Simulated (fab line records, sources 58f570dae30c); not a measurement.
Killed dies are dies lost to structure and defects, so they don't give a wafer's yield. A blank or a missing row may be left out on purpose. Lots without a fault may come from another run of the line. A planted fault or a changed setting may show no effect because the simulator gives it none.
fab line records | flow berkeley_cmos170
record lots=5 wafers=23
route steps=331 shown NSD@195 SDANNEAL@204 PSD@206 SILICIDE@211 M1@245 V1@256
start_h: hours from the record's first day to the start of the lot's first wafer shown | wait_h: hours since the lot's step before | " the same as in the row above | L1.1+2: a row that stands for several wafers | - no value, or no start given | * or withheld: withheld | < > ~ a bound
route shown NAME@n: a module of which the file shows steps, and the number in the route of the first | usual: mean/standard deviation of fault-free wafers | same: alike in all rows | chamber/n: place in a boat | sites: the reading at each site | _std_site: their standard deviation | _edge_site: outer sites' mean less inner sites' | radius_mm: how far each site lies from the wafer's centre | mask NAME#n: copy n | behind: the tool/chamber that last shaped the wafer | hold: why the lot was held/for how many hours/how that ended | device: the transistor (n, p or np) that didn't switch | end of line: the same wafers' tests at the end of the route | a step without rows: its recipe alone | killed: dies lost to structure and defects at the first sort, not the wafer's yield | map: a wafer's dies, x killed, . not, _ none there
set.NAME: the setting as run; set.NAME@STEP: as run at that earlier step | model.NAME: the simulator's own value behind a step, which no gauge read
lots whose settings were changed on purpose; a table a step, a row a wafer
## steps
# step UCB170_NSD_IMPLANT_08
# recipe species=P dose_cm2=3e+15 energy_kev=40 tilt_deg=7
# columns lot.wafer tool chamber start_h wait_h set.energy_kev model.implant.rp_nm model.implant.drp_nm
L074.1+2+6 implanter-03 0 159.12 0.0 40 46.36 21.16
L074.4+5 " 0 " " 38.81 45.01 20.62
L077.1+2+3+4+6 implanter-03 0 172.24 0.0 40 49.94 21.16
L076.1+4+5 implanter-02 0 172.42 0.0 40 47.18 21.16
L080.1+2+4 implanter-03 0 188.20 0.0 38.23 44.78 20.36
L080.5+6 " 0 " " 40 46.81 21.16
L083.1+2+3+4+5 implanter-03 0 198.99 0.0 40 47.21 21.16
# step UCB170_NSD_STRIP_09
# recipe chemistry=O2 power_w=400 pressure_mtorr=3500 platen_temp_c=withheld o2_flow_sccm=400 overash_fraction=0.5
# usual strip_time_to_endpoint_s=35.82/0.08
# columns lot.wafer tool chamber start_h wait_h set.energy_kev@NSD_IMPLANT_08 strip_time_to_endpoint_s
L074.1 plasma_asher-03 1 159.27 0.1 40 35.93
L074.2 " 0 " " 40 35.87
L074.4 " 0 " " 38.81 35.46
L074.5 " 1 " " 38.81 35.51
L074.6 " 0 " " 40 35.88
L077.1 plasma_asher-02 1 172.39 0.1 40 35.66
L077.2 " 0 " " 40 35.65
L077.3 " 1 " " 40 35.71
L077.4 " 0 " " 40 35.59
L077.6 " 1 " " 40 35.72
L076.1 plasma_asher-03 0 172.57 0.1 40 35.81
L076.4 " 1 " " 40 35.79
L076.5 " 1 " " 40 35.76
L080.1 plasma_asher-02 0 188.35 0.1 38.23 35.29
L080.2 " 1 " " 38.23 35.26
L080.4 " 0 " " 38.23 35.18
L080.5 " 0 " " 40 35.89
L080.6 " 1 " " 40 35.75
L083.1 plasma_asher-03 0 199.14 0.1 40 35.79
L083.2 " 1 " " 40 35.76
L083.3 " 0 " " 40 35.82
L083.4 " 1 " " 40 35.82
L083.5 " 1 " " 40 35.85
# step UCB170_NSD_CLEAN_11
# recipe chemistry=SPM temp_c=120 time_s=600
# step UCB170_SDANNEAL_RTA_00
# recipe temp_c=900 time_s=10 ambient=N2
# step UCB170_SDANNEAL_RTA_01
# recipe temp_c=1050 time_s=5 ambient=N2
# step UCB170_SDANNEAL_RS_MEAS_02
# recipe thk_meas_gauge=four-point-probe
# usual PSD_RS=75.60/0.25
# columns lot.wafer tool chamber start_h wait_h set.dose_cm2@PSD_IMPLANT_08 PSD_RS[ohm/sq]
L074.1 film_metro-03 - 161.01 0.0 3.157e+15 72.71
L074.2 " - " " 3e+15 75.67
L074.4 " - " " 3.157e+15 72.75
L074.5 " - " " 3e+15 75.44
L074.6 " - " " 3.157e+15 72.68
L077.1 film_metro-03 - 173.85 0.0 2.9e+15 77.80
L077.2 " - " " 3e+15 75.92
L077.3 " - " " 3e+15 75.86
L077.4 " - " " 2.9e+15 77.56
L077.6 " - " " 2.9e+15 78.15
L076.1 film_metro-04 - 174.01 0.0 3e+15 75.54
L076.4 " - " " 3e+15 75.67
L076.5 " - " " 3e+15 75.25
L080.1 film_metro-03 - 189.62 0.0 3.139e+15 73.21
L080.2 " - " " 3e+15 75.45
L080.4 " - " " 3e+15 76.00
L080.5 " - " " 3.139e+15 72.95
L080.6 " - " " 3e+15 75.67
L083.1 film_metro-04 - 200.45 0.0 3e+15 75.20
L083.2 " - " " 3.057e+15 74.08
L083.3 " - " " 3.057e+15 74.10
L083.4 " - " " 3.057e+15 74.39
L083.5 " - " " 3e+15 75.18
# step UCB170_SDANNEAL_RS_MEAS_03
# recipe thk_meas_gauge=four-point-probe
# usual NSD_RS=37.21/0.092
# columns lot.wafer tool chamber start_h wait_h set.energy_kev@NSD_IMPLANT_08 NSD_RS[ohm/sq]
L074.1 film_metro-03 - 161.13 0.1 40 37.05
L074.2 " - " " 40 37.13
L074.4 " - " " 38.81 37.50
L074.5 " - " " 38.81 37.35
L074.6 " - " " 40 37.07
L077.1 film_metro-03 - 173.97 0.1 40 37.28
L077.2 " - " " 40 37.30
L077.3 " - " " 40 37.42
L077.4 " - " " 40 37.36
L077.6 " - " " 40 37.22
L076.1 film_metro-04 - 174.13 0.1 40 37.21
L076.4 " - " " 40 37.22
L076.5 " - " " 40 37.23
L080.1 film_metro-03 - 189.74 0.1 38.23 37.79
L080.2 " - " " 38.23 37.91
L080.4 " - " " 38.23 37.86
L080.5 " - " " 40 37.26
L080.6 " - " " 40 37.32
L083.1 film_metro-04 - 200.57 0.1 40 37.28
L083.2 " - " " 40 37.32
L083.3 " - " " 40 37.14
L083.4 " - " " 40 37.18
L083.5 " - " " 40 37.17
# step UCB170_SILICIDE_SPUTTER_01
# recipe material=Ti target_thk_nm=30 time_s=25 power_w=1500 chamber_pressure_pa=0.5
# columns lot.wafer tool chamber start_h wait_h set.power_w model.Ti_of_SILICIDE_SPUTTER_01.thk_nm
L074.1 pvd_sputter-02 - 161.55 0.0 1500 30.06
L074.2 " - " " 1500 30.41
L074.4 " - " " 1500 30.43
L074.5 " - " " 1500 30.14
L074.6 " - " " 1500 30.39
L077.1 pvd_sputter-04 - 174.40 0.0 1560 31.55
L077.2 " - " " 1560 31.6
L077.3 " - " " 1500 30.18
L077.4 " - " " 1500 30.27
L077.6 " - " " 1500 30.36
L076.1 pvd_sputter-03 - 174.56 0.0 1500 30.73
L076.4 " - " " 1500 31.14
L076.5 " - " " 1500 30.81
L080.1 pvd_sputter-04 - 190.17 0.0 1500 30.01
L080.2 " - " " 1500 29.63
L080.4 " - " " 1500 30.02
L080.5 " - " " 1500 29.49
L080.6 " - " " 1500 29.86
L083.1 pvd_sputter-04 - 200.99 0.0 1414 28.16
L083.2 " - " " 1414 28.3
L083.3 " - " " 1500 29.81
L083.4 " - " " 1500 29.67
L083.5 " - " " 1500 30.02
# step UCB170_SILICIDE_RS_MEAS_02
# recipe thk_meas_gauge=four-point-probe reads=Ti_of_SILICIDE_SPUTTER_01
# usual SILICIDE_TI_RS=25.9/0.35
# columns lot.wafer tool chamber start_h wait_h set.power_w@SILICIDE_SPUTTER_01 SILICIDE_TI_RS[ohm/sq]
L074.1 film_metro-04 - 161.58 0.0 1500 26.0
L074.2 " - " " 1500 25.7
L074.4 " - " " 1500 25.6
L074.5 " - " " 1500 25.9
L074.6 " - " " 1500 25.6
L077.1 film_metro-02 - 174.43 0.0 1560 24.6
L077.2 " - " " 1560 24.5
L077.3 " - " " 1500 25.9
L077.4 " - " " 1500 25.9
L077.6 " - " " 1500 25.7
L076.1 film_metro-04 - 174.59 0.0 1500 25.3
L076.4 " - " " 1500 24.9
L076.5 " - " " 1500 25.2
L080.1 film_metro-04 - 190.20 0.0 1500 26.0
L080.2 " - " " 1500 26.4
L080.4 " - " " 1500 26.0
L080.5 " - " " 1500 26.6
L080.6 " - " " 1500 26.2
L083.1 film_metro-02 - 201.02 0.0 1414 28.1
L083.2 " - " " 1414 28.0
L083.3 " - " " 1500 26.3
L083.4 " - " " 1500 26.4
L083.5 " - " " 1500 26.1
# step UCB170_SILICIDE_THK_MEAS_03
# recipe thk_meas_gauge=xrf reads=Ti_of_SILICIDE_SPUTTER_01
# usual SILICIDE_TI_THK=30.5/0.37
# columns lot.wafer tool chamber start_h wait_h set.power_w@SILICIDE_SPUTTER_01 SILICIDE_TI_THK[nm]
L074.1 film_metro-04 - 161.70 0.1 1500 30.5
L074.2 " - " " 1500 30.8
L074.4 " - " " 1500 31.0
L074.5 " - " " 1500 30.6
L074.6 " - " " 1500 30.9
L077.1 film_metro-02 - 174.55 0.1 1560 31.9
L077.2 " - " " 1560 31.8
L077.3 " - " " 1500 30.3
L077.4 " - " " 1500 30.6
L077.6 " - " " 1500 30.6
L076.1 film_metro-04 - 174.71 0.1 1500 31.1
L076.4 " - " " 1500 31.6
L076.5 " - " " 1500 31.1
L080.1 film_metro-04 - 190.32 0.1 1500 30.3
L080.2 " - " " 1500 30.0
L080.4 " - " " 1500 30.3
L080.5 " - " " 1500 29.8
L080.6 " - " " 1500 30.2
L083.1 film_metro-02 - 201.14 0.1 1414 28.4
L083.2 " - " " 1414 28.6
L083.3 " - " " 1500 30.1
L083.4 " - " " 1500 29.9
L083.5 " - " " 1500 30.3
# step UCB170_M1_PEB_07
# recipe peb_temp_c=130 peb_time_s=withheld resist=KrF
# columns lot.wafer tool chamber start_h wait_h set.peb_temp_c
L074.1+4+5 litho_track-03 0 167.12 0.1 130
L074.2+6 " 0 " " 131.1
L077.1+3 litho_track-03 0 180.39 0.4 133.6
L077.2+4+6 " 0 " " 130
L076.1+4+5 litho_track-04 0 180.63 0.1 130
L080.1+5+6 litho_track-01 0 197.81 0.1 130
L080.2+4 " 0 " " 133.7
L083.1+2+4 litho_track-03 0 208.29 0.4 130
L083.3+5 " 0 " " 127.7
# step UCB170_M1_DEVELOP_08
# recipe developer=TMAH develop_time_s=45 resist=KrF dev_temp_c=21
# step UCB170_M1_CD_MEAS_09
# recipe target_cd_nm=700
# usual cd_nm=700.1/1.6
# columns lot.wafer tool chamber start_h wait_h set.peb_temp_c@M1_PEB_07 cd_nm
L074.1 cd_sem-02 - 167.40 - 130 700.7
L074.2 " - " " 131.1 694.1
L074.4 " - " " 130 699.8
L074.5 " - " " 130 699.9
L074.6 " - " " 131.1 692.8
L077.1 cd_sem-02 - 180.67 - 133.6 680.1
L077.2 " - " " 130 700.9
L077.3 " - " " 133.6 681.3
L077.4 " - " " 130 702.6
L077.6 " - " " 130 701.9
L076.1 cd_sem-01 - 180.91 - 130 700.3
L076.4 " - " " 130 700.9
L076.5 " - " " 130 700.8
L080.1 cd_sem-02 - 198.09 - 130 701.6
L080.2 " - " " 133.7 679.3
L080.4 " - " " 133.7 678.4
L080.5 " - " " 130 702.2
L080.6 " - " " 130 701.4
L083.1 cd_sem-02 - 208.67 - 130 700.0
L083.2 " - " " 130 701.2
L083.3 " - " " 127.7 717.2
L083.4 " - " " 130 700.5
L083.5 " - " " 127.7 717.3
# step UCB170_M1_ETCH_11
# recipe chemistry=N2/H2 target_depth_a=withheld overetch_a=withheld target=BARC time_s=withheld source_w=500 bias_w=100 pressure_mtorr=30 n2_flow_sccm=100 h2_flow_sccm=200
# columns lot.wafer tool chamber start_h wait_h set.peb_temp_c@M1_PEB_07 model.M1.cd_nm
L074.1 rie_diel-02 3 167.55 0.0 130 700.6
L074.2 " 0 " " 131.1 693.9
L074.4 " 2 " " 130 699.4
L074.5 " 3 " " 130 700
L074.6 " 0 " " 131.1 693.4
L077.1 rie_diel-02 1 180.82 0.0 133.6 680.5
L077.2 " 3 " " 130 701.3
L077.3 " 2 " " 133.6 680.8
L077.4 " 0 " " 130 703.6
L077.6 " 0 " " 130 702.1
L076.1 rie_diel-01 1 181.06 0.0 130 700.9
L076.4 " 0 " " 130 701.6
L076.5 " 3 " " 130 701
L080.1 rie_diel-04 0 198.24 0.0 130 701.2
L080.2 " 2 " " 133.7 679.6
L080.4 " 1 " " 133.7 677.9
L080.5 " 1 " " 130 702.1
L080.6 " 0 " " 130 700.6
L083.1 rie_diel-02 0 208.82 0.0 130 699.4
L083.2 " 1 " " 130 700.5
L083.3 " 3 " " 127.7 717.1
L083.4 " 2 " " 130 699.9
L083.5 " 3 " " 127.7 716.8
# step UCB170_M1_METAL_ETCH_12
# recipe chemistry=Cl2/BCl3 target=Al stop_on=PSG pressure_mtorr=12 target_depth_a=7800 over_etch_frac=0.3 time_s=130 icp_w=600 bias_w=120 Cl2_flow_sccm=90 bcl3_flow_sccm=45
# columns lot.wafer tool chamber start_h wait_h set.peb_temp_c@M1_PEB_07 model.M1.cd_nm
L074.1 rie_metal-01 0 167.59 - 130 702.5
L074.2 " 1 " " 131.1 696.7
L074.4 " 0 " " 130 702.2
L074.5 " 1 " " 130 701.3
L074.6 " 0 " " 131.1 694.4
L077.1 rie_metal-01 1 180.86 - 133.6 684
L077.2 " 0 " " 130 703.3
L077.3 " 1 " " 133.6 682.1
L077.4 " 0 " " 130 705.5
L077.6 " 0 " " 130 703.5
L076.1 rie_metal-03 0 181.11 - 130 701.3
L076.4 " 0 " " 130 701.9
L076.5 " 0 " " 130 702.8
L080.1 rie_metal-01 1 198.28 - 130 703.3
L080.2 " 0 " " 133.7 681.2
L080.4 " 0 " " 133.7 680.4
L080.5 " 1 " " 130 706.3
L080.6 " 0 " " 130 701.1
L083.1 rie_metal-03 1 208.87 - 130 699.6
L083.2 " 0 " " 130 699.1
L083.3 " 0 " " 127.7 716.7
L083.4 " 1 " " 130 701.5
L083.5 " 0 " " 127.7 715.7
# step UCB170_M1_STRIP_13
# recipe chemistry=O2 power_w=400 pressure_mtorr=3500 platen_temp_c=withheld o2_flow_sccm=400 overash_fraction=0.5
# step UCB170_M1_CD_MEAS_90
# recipe target_cd_nm=700
# usual cd_nm=701.2/2.4
# columns lot.wafer tool chamber start_h wait_h set.peb_temp_c@M1_PEB_07 cd_nm
L074.1 cd_sem-02 - 167.83 0.1 130 702.7
L074.2 " - " " 131.1 696.5
L074.4 " - " " 130 702.3
L074.5 " - " " 130 701.7
L074.6 " - " " 131.1 694.6
L077.1 cd_sem-02 - 181.10 0.1 133.6 683.9
L077.2 " - " " 130 703.2
L077.3 " - " " 133.6 681.7
L077.4 " - " " 130 705.6
L077.6 " - " " 130 703.2
L076.1 cd_sem-02 - 181.34 0.1 130 701.6
L076.4 " - " " 130 701.8
L076.5 " - " " 130 702.9
L080.1 cd_sem-02 - 198.52 0.1 130 703.5
L080.2 " - " " 133.7 680.9
L080.4 " - " " 133.7 680.2
L080.5 " - " " 130 706.4
L080.6 " - " " 130 701.1
L083.1 cd_sem-02 - 209.10 0.1 130 699.4
L083.2 " - " " 130 699.0
L083.3 " - " " 127.7 716.6
L083.4 " - " " 130 701.5
L083.5 " - " " 127.7 715.8
# step UCB170_V1_CMP_02
# recipe material=SiO2 down_force_psi=6 platen_rpm=60 pad_velocity_m_s=0.75398
# columns lot.wafer tool chamber start_h wait_h set.leave_above_ref_nm model.SiO2_of_V1_CVD_00.thk_nm
L074.4 cmp-02 0 169.50 0.0 1000 998.4
L074.1 " 1 " " 1000 998.3
L074.2 " 2 " " 1000 1000
L074.6+5 " 0,1 " " 1053 1052
L077.1 cmp-02 3 182.77 0.1 1000 1002
L077.4 " 0 " " 1000 999.7
L077.3+2+6 " 1,2,3 " " 1000 1000
L076.4+5 cmp-01 0 184.15 0.1 1000 1001
L076.1 " 1 " " 1000 1000
L080.4 cmp-02 3 200.99 0.0 954.4 954
L080.2 " 0 " " 1000 1000
L080.1 " 2 " " 1000 1001
L080.6 " 3 " " 954.4 954.9
L080.5 " 0 " " 954.4 953.4
L083.2 cmp-01 1 210.77 0.0 1026 1026
L083.1+3 " 2,0 " " 1026 1027
L083.4 " 3 " " 1000 1000
L083.5 " 1 " " 1000 1001
# step UCB170_V1_THK_MEAS_04
# recipe reads=SiO2_of_V1_CVD_00
# usual V1_POLISHED_THK=1000.4/1.1
# columns lot.wafer tool chamber start_h wait_h set.leave_above_ref_nm@V1_CMP_02 V1_POLISHED_THK[nm]
L074.1 film_metro-04 - 169.92 0.1 1000 998.6
L074.2 " - " " 1000 999.9
L074.4 " - " " 1000 998.5
L074.5 " - " " 1053 1052.5
L074.6 " - " " 1053 1052.8
L077.1 film_metro-04 - 183.19 0.1 1000 1002.4
L077.2 " - " " 1000 1000.7
L077.3 " - " " 1000 999.4
L077.4 " - " " 1000 1000.0
L077.6 " - " " 1000 1000.1
L076.1 film_metro-03 - 184.52 0.1 1000 1000.6
L076.4 " - " " 1000 1001.0
L076.5 " - " " 1000 1001.3
L080.1 film_metro-04 - 201.41 0.1 1000 1001.6
L080.2 " - " " 1000 1000.1
L080.4 " - " " 954.4 954.7
L080.5 " - " " 954.4 953.6
L080.6 " - " " 954.4 955.0
L083.1 film_metro-04 - 211.19 0.1 1026 1027.6
L083.2 " - " " 1026 1026.4
L083.3 " - " " 1026 1025.8
L083.4 " - " " 1000 1000.7
L083.5 " - " " 1000 999.8
# step UCB170_V1_COAT_07
# recipe resist=KrF spin_rpm=1500 resist_thk_nm=900
# columns lot.wafer tool chamber start_h wait_h set.resist_thk_nm
L074.1+2+4+5+6 litho_track-03 0 170.30 0.1 900
L077.1+2+3+4+6 litho_track-02 0 185.47 0.1 900
L076.1+4+5 litho_track-01 0 185.79 0.1 900
L080.1+2+4+5+6 litho_track-02 0 202.10 0.1 900
L083.1+4+5 litho_track-03 0 211.78 0.1 900
L083.2+3 " 0 " " 953.4
# step UCB170_V1_SOFTBAKE_08
# recipe resist=KrF temp_c=130 time_s=60
# step UCB170_V1_EXPOSE_09
# recipe mask_id=VIA1 target_cd_nm=700 na=0.5 sigma_outer=0.6 source_shape=conventional dose_mj=37
# step UCB170_V1_ETCH_14
# recipe chemistry=CHF3/CF4/Ar target=SiO2 stop_on=Al CHF3_flow_sccm=45 cf4_flow_sccm=15 Ar_flow_sccm=150 pressure_mtorr=200 rf_w=700 target_depth_a=12500 over_etch_frac=0.25 time_s=291
# columns lot.wafer tool chamber start_h wait_h set.leave_above_ref_nm@V1_CMP_02 model.V1.feature_depth_nm model.etch.depth_nm
L074.1 rie_diel-02 0 171.15 0.0 1000 998.3 998.3
L074.2 " 2 " " 1000 1000 1000
L074.4 " 3 " " 1000 998.4 998.4
L074.5 " 3 " " 1053 1052 1052
L074.6 " 2 " " 1053 1053 1052
L077.1 rie_diel-01 2 186.92 0.0 1000 1002 1002
L077.2+6 " 0 " " 1000 1000 1000
L077.3 " 3 " " 1000 1001 1000
L077.4 " 1 " " 1000 999.8 999.7
L076.1 rie_diel-03 3 187.24 0.0 1000 1000 1000
L076.4+5 " 0,2 " " 1000 1001 1001
L080.1 rie_diel-03 1 203.23 0.0 1000 1001 1001
L080.2 " 2 " " 1000 1000 1000
L080.4 " 0 " " 954.4 954.1 954
L080.5 " 0 " " 954.4 953.5 953.4
L080.6 " 3 " " 954.4 955 954.9
L083.1+3 rie_diel-01 2,1 213.00 0.0 1026 1027 1027
L083.2 " 0 " " 1026 1026 1026
L083.4 " 2 " " 1000 1000 1000
L083.5 " 0 " " 1000 1001 1001
## key
split step=UCB170_NSD_IMPLANT_08 setting=energy_kev stated=40 by=wafer
response step=UCB170_NSD_IMPLANT_08 reading=model.implant.rp_nm change=+0.458 per=1% r=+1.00
response step=UCB170_NSD_IMPLANT_08 reading=model.implant.drp_nm change=+0.18 per=1% r=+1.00
response step=UCB170_NSD_STRIP_09 reading=strip_time_to_endpoint_s change=* per=1% r=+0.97
response step=UCB170_SDANNEAL_RS_MEAS_03 reading=NSD_RS change=-0.124 per=1% r=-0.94
split step=UCB170_SILICIDE_SPUTTER_01 setting=power_w stated=1500 by=wafer
response step=UCB170_SILICIDE_SPUTTER_01 reading=model.Ti_of_SILICIDE_SPUTTER_01.thk_nm change=+0.295 per=1% r=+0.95
response step=UCB170_SILICIDE_RS_MEAS_02 reading=SILICIDE_TI_RS change=-0.31 per=1% r=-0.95
response step=UCB170_SILICIDE_THK_MEAS_03 reading=SILICIDE_TI_THK change=+0.297 per=1% r=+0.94
split step=UCB170_M1_PEB_07 setting=peb_temp_c stated=130 by=wafer
response step=UCB170_M1_CD_MEAS_09 reading=cd_nm change=-8.1 per=1% r=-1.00
response step=UCB170_M1_ETCH_11 reading=model.M1.cd_nm change=-8.14 per=1% r=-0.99
response step=UCB170_M1_METAL_ETCH_12 reading=model.M1.cd_nm change=-8.01 per=1% r=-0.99
response step=UCB170_M1_CD_MEAS_90 reading=cd_nm change=-8.11 per=1% r=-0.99
split step=UCB170_V1_CMP_02 setting=leave_above_ref_nm stated=1000 by=wafer
response step=UCB170_V1_CMP_02 reading=model.SiO2_of_V1_CVD_00.thk_nm change=+10.1 per=1% r=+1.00
response step=UCB170_V1_THK_MEAS_04 reading=V1_POLISHED_THK change=+10.1 per=1% r=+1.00
response step=UCB170_V1_ETCH_14 reading=model.V1.feature_depth_nm change=+10.1 per=1% r=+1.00
response step=UCB170_V1_ETCH_14 reading=model.etch.depth_nm change=+10.1 per=1% r=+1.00
split step=UCB170_V1_COAT_07 setting=resist_thk_nm stated=900 by=wafer
response none clear
split outside_this_file step=UCB170_PSD_IMPLANT_08 setting=dose_cm2
# split outside_this_file: this setting was split too, and the file shows its column; the key of that split is in another file
